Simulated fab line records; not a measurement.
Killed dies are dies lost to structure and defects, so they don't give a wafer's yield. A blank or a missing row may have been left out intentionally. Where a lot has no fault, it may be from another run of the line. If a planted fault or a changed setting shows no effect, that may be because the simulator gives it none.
fab line records ; flow berkeleyCmos170 ; part 2 of 2: steps 34 to 47 of 47
record: lots: 5; wafers: 15; lastDay: 12
route steps=331 shown NVT@109 PVT@115 GATE@125 FIELD@126 PLDD@145
lots untouched by any fault: they come from a run of this same line in which no faults occurred
startH: the number of hours between the record's first day and the start of the first shown wafer of the lot ; waitH: time in hours since the lot's previous step ; " identical to the entry in the row above ; L1.1+2: one row covering several wafers at once ; - either no value or no given start ; * or withheld: withheld ; < > ~ a bound
route shown NAME@n: a module of which the file shows steps, and the number in the route of the first ; usual: mean and standard deviation over wafers with no fault ; same: alike in all rows ; chamber/n: place in a boat ; sites: readings site by site ; _std_site: how widely they spread, as a standard deviation ; _edge_site: the outer-site mean with the inner-site mean subtracted ; radiusMm: for every site, how far away it sits from the centre of the wafer ; mask NAME#n: copy n ; behind: the tool/chamber that last shaped the wafer ; hold: what put the lot on hold/how long, in hours/how the hold closed ; device: transistor that didn't switch, given as n, p or np ; end of line: at the end of the route, the tests of the same wafers ; a step given without rows: its recipe and nothing more ; killed: dies lost to structure and defects at the first sort, not the wafer's yield ; map: per-die view of a wafer (x killed, . not killed, _ where there is no die)
set.NAME: the setting that was run; set.NAME@STEP: the one run at that earlier step ; model.NAME: the simulator's own value behind a step, which no gauge read
lots at selected steps of the route; one table per step, one row per wafer
services: a tool's chamber out of use, with start hour (startH, from the record's first day; less than 0 if before it), hours out, and reason
== steps ==
step: UCB170_GATE_STRIP_16
recipe: chemistry: O2; powerW: 400; pressureMtorr: 3500; platenTempC: withheld; o2FlowSccm: 400; overashFraction: 0.5
usual: drypumpMotorCurrentA: 5.4/0.41; oesProductAu: 0.724/0.0047
lot.wafer;tool;chamber;startH;waitH;drypumpMotorCurrentA;oesProductAu;rfHoursCounterH
L074.3;plasmaAsher-01;1;146.72;0.1;5.5;0.716;-
L074.4;plasmaAsher-01;0;146.72;0.1;4.9;0.729;-
L074.6;plasmaAsher-01;0;146.72;0.1;4.9;0.725;-
L076.1;plasmaAsher-02;0;155.04;0.0;5.7;0.731;34
L076.4;plasmaAsher-02;0;155.04;0.0;5.7;0.726;-
L076.5;plasmaAsher-02;0;155.04;0.0;5.7;0.732;-
L083.1;plasmaAsher-01;1;191.30;0.0;5.5;0.726;48
L083.4;plasmaAsher-01;1;191.30;0.0;5.5;0.725;-
L083.6;plasmaAsher-01;0;191.30;0.0;4.9;0.727;-
L090.1;plasmaAsher-02;0;224.09;0.0;5.7;0.724;40
L090.2;plasmaAsher-02;1;224.09;0.0;6.2;0.726;40
L090.6;plasmaAsher-02;1;224.09;0.0;6.1;0.721;-
L095.1;plasmaAsher-04;1;249.35;0.0;5.3;0.722;54
L095.2;plasmaAsher-04;0;249.35;0.0;5.8;0.724;54
L095.4;plasmaAsher-04;1;249.35;0.0;5.3;0.727;-
step: UCB170_GATE_CD_MEAS_90
recipe: targetCdNm: 350
usual: cdNm: 350.5/1.5
lot.wafer;tool;chamber;startH;waitH;cdNm
L074.3;cdSem-02;-;146.82;0.1;347.6
L074.4;cdSem-02;-;146.82;0.1;348.8
L074.6;cdSem-02;-;146.82;0.1;348.2
L076.1;cdSem-01;-;155.14;0.1;352.6
L076.4;cdSem-01;-;155.14;0.1;352.7
L076.5;cdSem-01;-;155.14;0.1;352.4
L083.1;cdSem-02;-;191.40;0.1;351.9
L083.4;cdSem-02;-;191.40;0.1;350.5
L083.6;cdSem-02;-;191.40;0.1;350.4
L090.1;cdSem-02;-;224.19;0.1;351.9
L090.2;cdSem-02;-;224.19;0.1;351.4
L090.6;cdSem-02;-;224.19;0.1;352.2
L095.1;cdSem-01;-;249.45;0.1;348.1
L095.2;cdSem-01;-;249.45;0.1;348.7
L095.4;cdSem-01;-;249.45;0.1;348.5
step: UCB170_GATE_CLEAN_17
recipe: chemistry: SPM; tempC: 120; timeS: 600
lot.wafer;tool;chamber;startH;waitH
L074.3+4+6;wetBench-03;0;147.38;0.5
L076.1+4+5;wetBench-03;3;155.26;0.1
L083.1+4+6;wetBench-03;3;191.52;0.1
L090.1+2+6;wetBench-04;0;224.35;0.1
L095.1+2+4;wetBench-01;0;249.57;0.1
step: UCB170_PLDD_HMDS_00
recipe: primeTimeS: 60; primeTempC: 100
same: primeTimeS: 60
lot.wafer;tool;chamber;startH;waitH
L074.3+4+6;lithoTrack-04;0;147.80;0.2
L076.1+4+5;lithoTrack-04;0;155.43;0.0
L083.1+4+6;lithoTrack-02;0;191.69;0.0
L090.1+2+6;lithoTrack-04;0;224.57;0.0
L095.1+2+4;lithoTrack-04;0;249.97;0.2
step: UCB170_PLDD_COAT_01
recipe: resist: KrF; spinRpm: 1500; resistThkNm: 900
lot.wafer;tool;chamber;startH;waitH
L074.3+4+6;lithoTrack-04;0;147.95;0.1
L076.1+4+5;lithoTrack-04;0;155.58;0.1
L083.1+4+6;lithoTrack-02;0;191.84;0.1
L090.1+2+6;lithoTrack-04;0;224.72;0.1
L095.1+2+4;lithoTrack-04;0;250.12;0.1
step: UCB170_PLDD_SOFTBAKE_02
recipe: resist: KrF; tempC: 130; timeS: 60
lot.wafer;tool;chamber;startH;waitH
L074.3+4+6;lithoTrack-04;0;148.10;0.1
L076.1+4+5;lithoTrack-04;0;155.73;0.1
L083.1+4+6;lithoTrack-02;0;191.99;0.1
L090.1+2+6;lithoTrack-04;0;224.87;0.1
L095.1+2+4;lithoTrack-04;0;250.27;0.1
step: UCB170_PLDD_EXPOSE_03
recipe: maskId: PSELECT; na: 0.5; sigmaOuter: 0.6; sourceShape: conventional; targetCdNm: 1200; doseMj: 30
lot.wafer;tool;chamber;startH;waitH;mask
L074.3+4+6;krfScanner-01;0;148.42;0.3;PSELECT#0
L076.1+4+5;krfScanner-02;0;156.01;0.2;PSELECT#0
L083.1+4+6;krfScanner-02;0;192.27;0.2;PSELECT#0
L090.1+2+6;krfScanner-01;0;225.14;0.2;PSELECT#0
L095.1+2+4;krfScanner-02;0;250.54;0.2;PSELECT#0
step: UCB170_PLDD_PEB_04
recipe: pebTempC: 130; pebTimeS: withheld; resist: KrF
lot.wafer;tool;chamber;startH;waitH
L074.3+4+6;lithoTrack-01;0;149.09;0.7
L076.1+4+5;lithoTrack-02;0;156.13;0.1
L083.1+4+6;lithoTrack-02;0;192.42;0.1
L090.1+2+6;lithoTrack-01;0;225.60;0.4
L095.1+2+4;lithoTrack-04;0;250.66;0.1
step: UCB170_PLDD_DEVELOP_05
recipe: developer: TMAH; developTimeS: 45; resist: KrF; devTempC: 21
lot.wafer;tool;chamber;startH;waitH
L074.3+4+6;lithoTrack-01;0;-;-
L076.1+4+5;lithoTrack-02;0;-;-
L083.1+4+6;lithoTrack-02;0;-;-
L090.1+2+6;lithoTrack-01;0;-;-
L095.1+2+4;lithoTrack-04;0;-;-
step: UCB170_PLDD_CD_MEAS_06
recipe: targetCdNm: 1200
usual: cdNm: 1200.3/1.2
lot.wafer;tool;chamber;startH;waitH;cdNm
L074.3;cdSem-02;-;149.36;-;1200.6
L074.4;cdSem-02;-;149.36;-;1200.3
L074.6;cdSem-02;-;149.36;-;1200.3
L076.1;cdSem-01;-;156.40;-;1199.5
L076.4;cdSem-01;-;156.40;-;1198.8
L076.5;cdSem-01;-;156.40;-;1198.6
L083.1;cdSem-02;-;192.69;-;1198.8
L083.4;cdSem-02;-;192.69;-;1201.0
L083.6;cdSem-02;-;192.69;-;1199.9
L090.1;cdSem-02;-;225.88;-;1199.2
L090.2;cdSem-02;-;225.88;-;1200.2
L090.6;cdSem-02;-;225.88;-;1200.0
L095.1;cdSem-02;-;250.93;-;1201.3
L095.2;cdSem-02;-;250.93;-;1202.2
L095.4;cdSem-02;-;250.93;-;1202.3
step: UCB170_PLDD_OVL_MEAS_07
usual: PLDD_OVL: -1/5.4
lot.wafer;tool;chamber;startH;waitH;PLDD_OVL[nm]
L074.3;overlay-02;-;149.45;0.1;0
L074.4;overlay-02;-;149.45;0.1;-2
L074.6;overlay-02;-;149.45;0.1;-6
L076.1;overlay-01;-;156.52;0.1;-6
L076.4;overlay-01;-;156.52;0.1;1
L076.5;overlay-01;-;156.52;0.1;-6
L083.1;overlay-01;-;192.81;0.1;-6
L083.4;overlay-01;-;192.81;0.1;-4
L083.6;overlay-01;-;192.81;0.1;-5
L090.1;overlay-01;-;226.00;0.1;-3
L090.2;overlay-01;-;226.00;0.1;-1
L090.6;overlay-01;-;226.00;0.1;-1
L095.1;overlay-02;-;251.05;0.1;-1
L095.2;overlay-02;-;251.05;0.1;-5
L095.4;overlay-02;-;251.05;0.1;-2
step: UCB170_PLDD_IMPLANT_08
recipe: species: BF2; doseCm2: 5e+13; energyKev: 10; tiltDeg: 7; rotationDeg: 0
lot.wafer;tool;chamber;startH;waitH
L074.3+4+6;implanter-01;0;149.52;0.1
L076.1+4+5;implanter-01;0;156.56;0.0
L083.1+4+6;implanter-03;0;192.85;0.0
L090.1+2+6;implanter-03;0;226.03;0.0
L095.1+2+4;implanter-01;0;251.09;0.0
step: UCB170_PLDD_IMPLANT_09
recipe: species: BF2; doseCm2: 5e+13; energyKev: 10; tiltDeg: 7; rotationDeg: 180
lot.wafer;tool;chamber;startH;waitH
L074.3+4+6;implanter-01;0;149.67;0.1
L076.1+4+5;implanter-01;0;156.71;0.1
L083.1+4+6;implanter-03;0;193.00;0.1
L090.1+2+6;implanter-03;0;226.18;0.1
L095.1+2+4;implanter-01;0;251.24;0.1
step: UCB170_PLDD_STRIP_10
recipe: chemistry: O2; powerW: 400; pressureMtorr: 3500; platenTempC: withheld; o2FlowSccm: 400; overashFraction: 0.5
usual: drypumpMotorCurrentA: 5.5/0.31; oesProductAu: 0.734/0.0049; stripTimeToEndpointS: 21.63/0.054
lot.wafer;tool;chamber;startH;waitH;drypumpMotorCurrentA;oesProductAu;rfHoursCounterH;stripTimeToEndpointS
L074.3;plasmaAsher-03;1;149.81;0.1;5.5;0.737;-;21.70
L074.4;plasmaAsher-03;0;149.81;0.1;5.8;0.728;-;21.64
L074.6;plasmaAsher-03;1;149.81;0.1;5.5;0.732;-;21.70
L076.1;plasmaAsher-01;1;156.86;0.1;5.5;0.724;44;21.62
L076.4;plasmaAsher-01;1;156.86;0.1;5.5;0.734;-;21.71
L076.5;plasmaAsher-01;1;156.86;0.1;5.5;0.734;-;21.69
L083.1;plasmaAsher-01;0;193.15;0.1;4.9;0.732;49;21.60
L083.4;plasmaAsher-01;1;193.15;0.1;5.6;0.741;-;21.60
L083.6;plasmaAsher-01;1;193.15;0.1;5.6;0.740;-;21.62
L090.1;plasmaAsher-01;0;226.33;0.1;4.9;0.735;53;21.64
L090.2;plasmaAsher-01;1;226.33;0.1;5.5;0.739;53;21.58
L090.6;plasmaAsher-01;1;226.33;0.1;5.5;0.732;-;21.62
L095.1;plasmaAsher-01;0;251.39;0.1;4.9;0.736;56;21.64
L095.2;plasmaAsher-01;1;251.39;0.1;5.5;0.727;56;21.65
L095.4;plasmaAsher-01;0;251.39;0.1;4.9;0.731;-;21.58
== services ==
tool;chamber;startH;hours;kind
implanter-01;-;105.14;3.7;repair
plasmaAsher-03;-;108.75;9.0;pm
rieSi-01;-;115.39;0.9;repair
rieDiel-02;2;119.55;8.2;repair
rieDiel-02;0;128.28;2.7;repair
krfScanner-02;-;135.46;3.0;repair
plasmaAsher-02;-;139.06;15.6;pm
rieSi-02;0;139.66;3.1;repair
krfScanner-01;-;146.69;0.6;repair
implanter-03;-;157.76;4.6;pm
plasmaAsher-02;-;159.45;5.5;repair
implanter-03;-;163.55;2.0;repair
implanter-03;-;164.61;3.7;repair
plasmaAsher-02;-;171.19;3.6;repair
krfScanner-01;-;175.04;1.3;pm
rieDiel-02;0;184.24;3.6;repair
krfScanner-02;-;186.02;1.2;repair
rieDiel-02;1;186.46;15.6;repair
plasmaAsher-02;-;188.19;11.2;repair
krfScanner-02;-;199.91;0.8;pm
rieSi-01;-;223.17;0.1;repair
furnace-04;-;225.47;2.9;pm
plasmaAsher-03;-;244.28;0.7;repair
krfScanner-02;-;248.78;1.3;pm
